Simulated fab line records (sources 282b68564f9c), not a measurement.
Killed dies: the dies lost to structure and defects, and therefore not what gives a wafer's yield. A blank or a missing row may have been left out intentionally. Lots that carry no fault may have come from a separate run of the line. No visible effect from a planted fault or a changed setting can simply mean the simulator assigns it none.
Problem report, 8D (eight disciplines) form, completed by code || flow rit-cmos || the parts of the form that need people (team, actions taken, sign-off) are left out

## 1. THE ISSUE
Mean REOX_OXIDE_THK at RIT_REOX_THK_MEAS_04: 19.3 nm over 6 wafers in 2 lots; fault-free wafers: 25.3 nm, standard deviation 0.52. That puts it -12 standard deviations away from the usual mean.
Earliest sighting: wafer L970.2 on film-metro-03 at day 5 03:23. Wafers with a number at this step in the record: 42, from 14 lots. Rule for "out" (also "out of limits"): further than 4 standard deviations from the usual mean. The other wafers with a number count as sound.

## 2. WHAT IT IS, WHAT IT ISN'T
{"question": "which readings at this step", "is": "REOX_OXIDE_THK", "is not": "-"}
{"question": "which lots", "is": "L970, L971", "is not": "L959, L961, L964, L965, L966, L972, L973, L974, L975, L976, L977, L981"}
{"question": "which wafers of those lots", "is": "all that have a number", "is not": "-"}
{"question": "read on which gauges", "is": "film-metro-03, film-metro-04", "is not": "film-metro-01"}
{"question": "when", "is": "from day 5 03:23", "is not": "up to then (15 sound wafers); but 21 sound wafers of L972, L973, L974, L975, L976, L977, L981 came after"}

## 3. THE SUSPECTS, EACH WITH WHAT RULES IT OUT
Counting: a tool stays on the suspect list if, at a process step up to the reading, it processed all lots that are out and no sound lot following the first of them.
- the gauge at RIT_REOX_THK_MEAS_04: ruled out. The wafers that are out were read on 2 gauges (film-metro-03, film-metro-04).
- furnace-02 at RIT_REOX_OXIDATION_03 (target thk 25.2 nm, ox time 5580 s): kept. It ran every lot that is out, first L970 (day 5 00:49), and no sound lot after that; its last sound lot up to then is L965 (day 4 06:05). On those wafers its own readings are out: spike-tc-centre-C, spike-tc-load-C, spike-tc-source-C, tube-center-temp-C, tube_center_temp_C_max.
The count leaves furnace-02 at RIT_REOX_OXIDATION_03.

## 4. THE CAUSE (what the simulator had put in)
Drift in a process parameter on furnace-02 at RIT_REOX_OXIDATION_03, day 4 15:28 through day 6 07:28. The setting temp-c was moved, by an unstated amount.
This tool alone remained once counting was done.

## 5. THE CHAIN OF EFFECTS, in route order
One row per reading whose mean, taken over the struck wafers that have a number, lies over 3 standard deviations from the usual. Readings are gone through only where the record gives a usual standard deviation; hours: the median, over the lots, of the time from a lot's start at the first step in this table giving one to that lot's start at this step; sigmas: the change measured in usual standard deviations.
{"hours": 0, "step": "RIT_REOX_OXIDATION_03", "reading": "spike-tc-centre-C", "usual": "901.7 C", "on struck wafers": 875.6, "change": -26.1, "sigmas": -22}
{"hours": 0, "step": "RIT_REOX_OXIDATION_03", "reading": "spike-tc-load-C", "usual": "925.2 C", "on struck wafers": 898.4, "change": -26.8, "sigmas": -12}
{"hours": 0, "step": "RIT_REOX_OXIDATION_03", "reading": "spike-tc-source-C", "usual": "924 C", "on struck wafers": 899, "change": -25, "sigmas": -7.6}
{"hours": 0, "step": "RIT_REOX_OXIDATION_03", "reading": "tube-center-temp-C", "usual": "900 C", "on struck wafers": 875, "change": -25, "sigmas": "-99 or more"}
{"hours": 0, "step": "RIT_REOX_OXIDATION_03", "reading": "tube_center_temp_C_max", "usual": 902.3, "on struck wafers": 877.3, "change": -25.0, "sigmas": -66}
{"hours": 3, "step": "RIT_REOX_THK_MEAS_04", "reading": "REOX_OXIDE_THK", "usual": "25.3 nm", "on struck wafers": 19.3, "change": -6.0, "sigmas": -12}
Its process steps:
- RIT_REOX_OXIDATION_03: target thk 25.2 nm, ox time 5580 s.

## 6. HOW IT WOULD HAVE BEEN CAUGHT EARLIER
In this record the first reading out of limits at a measuring or inspecting step was taken at day 5 03:23, 12 hours after the fault began at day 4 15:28.
At RIT_REOX_OXIDATION_03, the tool's own readings (spike-tc-centre-C, spike-tc-load-C, spike-tc-source-C, tube-center-temp-C, tube_center_temp_C_max) were out on each struck wafer the step has a row for, so an alarm limit on them would have fired on the first such wafer.
L971, from the lots that are out (2), started RIT_REOX_OXIDATION_03 on furnace-02 later than day 5 03:23. Holding the tool at that time would have saved it.
